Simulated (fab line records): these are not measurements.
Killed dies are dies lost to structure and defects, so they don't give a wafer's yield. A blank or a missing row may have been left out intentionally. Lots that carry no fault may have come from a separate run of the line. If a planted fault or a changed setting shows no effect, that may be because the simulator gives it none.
One fault seen from 2 desks | flow rit cmos | each desk has only its own numbers; what lay behind them comes last

FROM THE METROLOGY DESK
Means of the sampled wafers that have a number, per lot and without regard to the tool the lot ran on: this is what the gauges read. A lot is out of limits, marked OUT, if its mean lies more than 4 standard deviations from the usual mean; the brackets give that distance.
Columns: A = REOX_OXIDE_THK at RIT_REOX_THK_MEAS_04, usual 25.1 nm
lot  | first seen here | A
L915 | day 2 16:59     | 24.9
L916 | day 3 01:49     | 24.7
L918 | day 3 07:55     | 25.1
L917 | day 3 07:55     | 25.2
L921 | day 3 22:23     | 25.3
L922 | day 4 03:50     | 25.7
L923 | day 4 09:43     | 25.2
L925 | day 4 19:58     | 25.0
L928 | day 5 09:55     | 25.4
L932 | day 6 06:13     | 28.9 (+11) OUT
L933 | day 6 09:41     | 29.2 (+12) OUT
L934 | day 6 18:16     | 25.4
L935 | day 6 21:45     | 24.9
L936 | day 7 02:15     | 25.0
This desk's finding: out of limits on L932, L933; first on L932, day 6 06:13 (REOX_OXIDE_THK at RIT_REOX_THK_MEAS_04). Within limits: L915, L916, L918, L917, L921, L922, L923, L925, L928, L934, L935, L936.

THE TOOL OWNER'S DESK: furnace-01
The tool's own readings at RIT_REOX_OXIDATION_03 (target thk 25.2 nm, ox time 5580 s): means of the sampled wafers that have a number, for each lot that ran on this tool. A lot is out of limits, marked OUT, if its mean lies more than 4 standard deviations from the usual mean; the brackets give that distance.
Columns: A = spike tc centre C at RIT_REOX_OXIDATION_03, usual 901.5 C; B = spike tc load C at RIT_REOX_OXIDATION_03, usual 924 C; C = spike tc source C at RIT_REOX_OXIDATION_03, usual 924.3 C; D = tube center temp C at RIT_REOX_OXIDATION_03, usual 900.01 C; E = tube_center_temp_C_max at RIT_REOX_OXIDATION_03, usual 902.3; F = zone power source pct at RIT_REOX_OXIDATION_03, usual 27.8 %
lot  | first seen here | A                | B              | C                | D                        | E               | F
L916 | day 2 23:14     | 901.6            | 932            | 922.2            | 899.99                   | 902.7           | 25.3
L928 | day 5 07:22     | 901.5            | 933            | 921.5            | 900.08                   | 902.2           | 25.4
L932 | day 6 03:40     | 915.1 (+9.1) OUT | 949 (+4.6) OUT | 936.4 (+6.4) OUT | 914.97 (+99 or more) OUT | 917.4 (+46) OUT | 26.5
L933 | day 6 07:08     | 916.8 (+10) OUT  | 948 (+4.4) OUT | 937.8 (+7.1) OUT | 915.08 (+99 or more) OUT | 917.3 (+45) OUT | 26.2
This desk's finding: out of limits on L932, L933; first on L932, day 6 03:40 (spike tc centre C at RIT_REOX_OXIDATION_03). Within limits: L916, L928.

PUT TOGETHER
At day 6 03:40, on L932, L933, the tool owner's desk was in a position to raise an alarm.
L932, L933 would have let the metrology desk raise an alarm at day 6 06:13.
The lots listed all ran RIT_REOX_OXIDATION_03 on furnace-01.

WHAT WAS PUT IN BY THE SIMULATOR
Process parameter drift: furnace-01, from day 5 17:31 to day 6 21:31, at RIT_REOX_OXIDATION_03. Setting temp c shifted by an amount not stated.
Struck lots among those shown: L932, L933.
Fault start to first reading out of limits, in hours, per desk: tool owner, 10; metrology, 13.
